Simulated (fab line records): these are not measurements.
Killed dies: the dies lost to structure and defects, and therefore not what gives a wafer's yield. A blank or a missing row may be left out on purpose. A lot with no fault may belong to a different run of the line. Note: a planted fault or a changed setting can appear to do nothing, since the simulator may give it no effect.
Comparing a struck lot with a sound one / flow berkeleyCmos170 / 16 out of 331 route steps
Sound: the wafers L190.3, L190.4, L190.6. Struck: wafer L182.3 (L182.2, L182.6, from the same lot, were not struck and are left out); the cause is given at the end.
Each step with rows lists, per side, the tool, then ch with its chambers, then its first start. Under that, the readings that differ: sound wafers / struck wafers / difference of the means / sigmas: that difference in standard deviations of wafers without a fault.
alike: readings with means less than 2 such deviations apart, plus words and numbers identical on both sides. not compared: withheld readings, readings lacking a value on some wafer, bounds such as >300 that could conceal the same value, and numbers that have no deviation in the record and whose values overlap.
A row with sigmas, a row that says differs or no value, or rows on one side alone: a step with any of these is where the two part. Non-overlapping numbers with no deviation appear without sigmas and do not part them. A reading missing from all wafers of one side parts the sides only when that side holds two or more wafers.

first, 5 steps without rows for these wafers: UCB170_M1_COAT_04 (resist thk 900 nm); UCB170_M1_SOFTBAKE_05 (time 60 s); UCB170_M1_EXPOSE_06 (exposes mask METAL1, target cd 700 nm); UCB170_M1_PEB_07; UCB170_M1_DEVELOP_08 (develop time 45 s).
UCB170_M1_CD_MEAS_09: the cd target is 700 nm.
  struck on cdSem-01, day 10 11:26; sound on cdSem-02, day 11 06:21
  alike: cdNm
UCB170_M1_OVL_MEAS_10:
  struck on overlay-01, day 10 11:32; sound on overlay-01, day 11 06:26
reading=M1_OVL (nm); sound=9 16 18; struck=0; difference=-14; sigmas=-2
UCB170_M1_ETCH_11: etches BARC in N2/H2.
  sound on rieDiel-01 ch 0,1,2, day 11 06:28; struck on rieDiel-01 ch 1, day 10 11:34
  alike: biasW, drypumpMotorCurrentA, oesProductAu, throttleValvePct
UCB170_M1_METAL_ETCH_12: etches Al in Cl2/BCl3, stops on PSG, target depth 780 nm, time 130 s.
  sound on rieMetal-02 ch 0,1, day 11 06:33; struck on rieMetal-02 ch 0, day 10 11:36
  alike: biasW, drypumpMotorCurrentA, oesProductAu, throttleValvePct
  not compared: rfHoursCounterH
UCB170_M1_STRIP_13: strips in O2.
  sound on plasmaAsher-03 ch 0,1, day 11 06:40; struck on plasmaAsher-01 ch 1, day 10 11:44
reading=drypumpMotorCurrentA (A); sound=5.0 5.7 5.7; struck=6.4; difference=+0.9; sigmas=+2
  alike: oesProductAu
  not compared: rfHoursCounterH
UCB170_M1_CD_MEAS_90: the cd target is 700 nm.
  struck on cdSem-01, day 10 11:52; sound on cdSem-02, day 11 06:47
reading=cdNm (nm); sound=703.2 703.9 700.6; struck=696.9; difference=-5.7; sigmas=-2
then, 1 step without rows for these wafers: UCB170_M1_ANNEAL_14 (time 1200 s).
UCB170_V1_CVD_00: deposits SiO2 from TEOS/O2, target thk 2000 nm, time 250 s.
  sound on pecvd-04 ch 0,1,2, day 11 09:25; struck on pecvd-03 ch 2, day 10 13:17
reading=rfFwdPowerW (W); sound=548.8 546.0 551.2; struck=770.0; difference=+221.3; sigmas=+99 or more
reading=model.SiO2_of_V1_CVD_00.thkNm (nm); sound=2006 2043 2005; struck=2214; difference=+196; sigmas=
  alike: heaterPowerW, susceptorTempC
  not compared: sinceWetCleanH
UCB170_V1_THK_MEAS_01:
  struck on filmMetro-01, day 10 13:32; sound on filmMetro-02, day 11 09:35
reading=V1_TEOS_THK (nm); sound=2006 2042 2006; struck=2216; difference=+198; sigmas=+7
UCB170_V1_CMP_02: polishes SiO2.
  sound on cmp-02 ch 2,3, day 11 09:38; struck on cmp-02 ch 0, day 10 13:35
  alike: edgeZonePressureFrac, motorCurrentA, retainingRingPressureFrac
UCB170_M3_PROBE_99:
  rows exist in the record for the struck wafers here (prober-01, day 11 03:48), but not for the sound ones

## WHERE THEY PART
Earliest at UCB170_M1_OVL_MEAS_10; latest, in this record, at UCB170_M3_PROBE_99.

WHY: what had been put in by the simulator
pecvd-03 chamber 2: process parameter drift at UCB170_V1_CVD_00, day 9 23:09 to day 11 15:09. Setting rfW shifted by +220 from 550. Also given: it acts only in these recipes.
